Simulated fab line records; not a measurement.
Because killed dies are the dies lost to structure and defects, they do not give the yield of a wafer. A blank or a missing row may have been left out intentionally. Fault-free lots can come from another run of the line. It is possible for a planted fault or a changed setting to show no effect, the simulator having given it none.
Split-lot study :: flow berkeleyCmos170 :: route with 331 steps; 5 lots, 23 wafers read

## ABOUT THE SPLIT
At UCB170_NSD_IMPLANT_08, the setting energyKev was moved away from the recipe's 40 on 5 of the 23 wafers read, by -4.0% to -2.5%. The other wafers ran this setting at the recipe's value.

## FROM THE SPLIT TO THE READING: what the file shows between them, 3 steps
- UCB170_NSD_STRIP_09: strips in O2
- UCB170_NSD_CLEAN_11: cleans in SPM, time 600 s
- UCB170_SDANNEAL_RTA_01: time 5 s

## THE READING
Measured at UCB170_SDANNEAL_RS_MEAS_03 by four-point probe: NSD_RS, in ohm/sq. On this fab line, fault-free wafers typically give 37.27 ohm/sq with a standard deviation of 0.091 ohm/sq.

wafer: L075.1
tool, chamber at the split: implanter-03, 0
energyKev as run: 40
against the recipe: recipe
NSD_RS, ohm/sq: 37.27
against lot-mates on the recipe: -

wafer: L075.3
tool, chamber at the split: implanter-03, 0
energyKev as run: 40
against the recipe: recipe
NSD_RS, ohm/sq: 37.38
against lot-mates on the recipe: -

wafer: L075.5
tool, chamber at the split: implanter-03, 0
energyKev as run: 40
against the recipe: recipe
NSD_RS, ohm/sq: 37.41
against lot-mates on the recipe: -

wafer: L076.2
tool, chamber at the split: implanter-04, 0
energyKev as run: 40
against the recipe: recipe
NSD_RS, ohm/sq: 37.28
against lot-mates on the recipe: -

wafer: L076.3
tool, chamber at the split: implanter-04, 0
energyKev as run: 40
against the recipe: recipe
NSD_RS, ohm/sq: 37.51
against lot-mates on the recipe: -

wafer: L076.4
tool, chamber at the split: implanter-04, 0
energyKev as run: 40
against the recipe: recipe
NSD_RS, ohm/sq: 37.36
against lot-mates on the recipe: -

wafer: L076.5
tool, chamber at the split: implanter-04, 0
energyKev as run: 39.01
against the recipe: -2.5%
NSD_RS, ohm/sq: 37.69
against lot-mates on the recipe: +0.31

wafer: L076.6
tool, chamber at the split: implanter-04, 0
energyKev as run: 39.01
against the recipe: -2.5%
NSD_RS, ohm/sq: 37.68
against lot-mates on the recipe: +0.30

wafer: L078.1
tool, chamber at the split: implanter-02, 0
energyKev as run: 40
against the recipe: recipe
NSD_RS, ohm/sq: 37.28
against lot-mates on the recipe: -

wafer: L078.2
tool, chamber at the split: implanter-02, 0
energyKev as run: 40
against the recipe: recipe
NSD_RS, ohm/sq: 37.37
against lot-mates on the recipe: -

wafer: L078.4
tool, chamber at the split: implanter-02, 0
energyKev as run: 40
against the recipe: recipe
NSD_RS, ohm/sq: 37.35
against lot-mates on the recipe: -

wafer: L078.5
tool, chamber at the split: implanter-02, 0
energyKev as run: 40
against the recipe: recipe
NSD_RS, ohm/sq: 37.40
against lot-mates on the recipe: -

wafer: L078.6
tool, chamber at the split: implanter-02, 0
energyKev as run: 40
against the recipe: recipe
NSD_RS, ohm/sq: 37.31
against lot-mates on the recipe: -

wafer: L080.1
tool, chamber at the split: implanter-03, 0
energyKev as run: 40
against the recipe: recipe
NSD_RS, ohm/sq: 37.22
against lot-mates on the recipe: -

wafer: L080.2
tool, chamber at the split: implanter-03, 0
energyKev as run: 40
against the recipe: recipe
NSD_RS, ohm/sq: 37.23
against lot-mates on the recipe: -

wafer: L080.3
tool, chamber at the split: implanter-03, 0
energyKev as run: 40
against the recipe: recipe
NSD_RS, ohm/sq: 37.18
against lot-mates on the recipe: -

wafer: L080.4
tool, chamber at the split: implanter-03, 0
energyKev as run: 40
against the recipe: recipe
NSD_RS, ohm/sq: 37.18
against lot-mates on the recipe: -

wafer: L080.5
tool, chamber at the split: implanter-03, 0
energyKev as run: 40
against the recipe: recipe
NSD_RS, ohm/sq: 37.16
against lot-mates on the recipe: -

wafer: L084.1
tool, chamber at the split: implanter-03, 0
energyKev as run: 38.38
against the recipe: -4.0%
NSD_RS, ohm/sq: 37.86
against lot-mates on the recipe: +0.53

wafer: L084.2
tool, chamber at the split: implanter-03, 0
energyKev as run: 38.38
against the recipe: -4.0%
NSD_RS, ohm/sq: 37.84
against lot-mates on the recipe: +0.52

wafer: L084.3
tool, chamber at the split: implanter-03, 0
energyKev as run: 38.38
against the recipe: -4.0%
NSD_RS, ohm/sq: 37.86
against lot-mates on the recipe: +0.53

wafer: L084.5
tool, chamber at the split: implanter-03, 0
energyKev as run: 40
against the recipe: recipe
NSD_RS, ohm/sq: 37.28
against lot-mates on the recipe: -

wafer: L084.6
tool, chamber at the split: implanter-03, 0
energyKev as run: 40
against the recipe: recipe
NSD_RS, ohm/sq: 37.37
against lot-mates on the recipe: -

FIT RESULTS
A straight line over all 23 wafers: NSD_RS changes by -0.138 ohm/sq for each +1% of energyKev; r = -0.93; the points scatter about the line by 0.085 ohm/sq.
The same after taking each lot's own level away (the mean of its wafers on the recipe; 23 wafers): -0.129 ohm/sq for each +1%; r = -0.97; scatter 0.052 ohm/sq.
According to that fit, moving energyKev by its largest amount changes the reading by 0.52 ohm/sq.
Measured against the standard deviation above, the lots' own levels, which go from 37.194 to 37.383 ohm/sq, span 2.1 times it.
So the lot-to-lot level changes the slope little: the two slopes agree.
Check: for one of the wafers moved furthest among these (-4.0%), held out of the fit, the line's prediction against its lot-mates is +0.517 ohm/sq. Against them it came out at +0.535 ohm/sq.

## THE WHOLE CHAIN: every reading that the file lists as answering this split, in the file's order
step: UCB170_NSD_IMPLANT_08
what it does: 
reading: implant.rpNm (the simulator's own value, which no gauge read)
change (the file's fit): +0.48 nm for each +1% of the setting
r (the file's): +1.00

step: UCB170_NSD_IMPLANT_08
what it does: 
reading: implant.drpNm (the simulator's own value, which no gauge read)
change (the file's fit): +0.18 nm for each +1% of the setting
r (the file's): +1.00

step: UCB170_NSD_STRIP_09
what it does: strips in O2
reading: stripTimeToEndpointS
change (the file's fit): withheld for each +1% of the setting
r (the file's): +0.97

step: UCB170_SDANNEAL_RS_MEAS_03
what it does: measures by four-point-probe
reading: NSD_RS
change (the file's fit): -0.127 for each +1% of the setting
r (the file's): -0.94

## THE FILE'S OWN FIT
NSD_RS changes by -0.127 ohm/sq for each +1% of energyKev, r = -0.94.
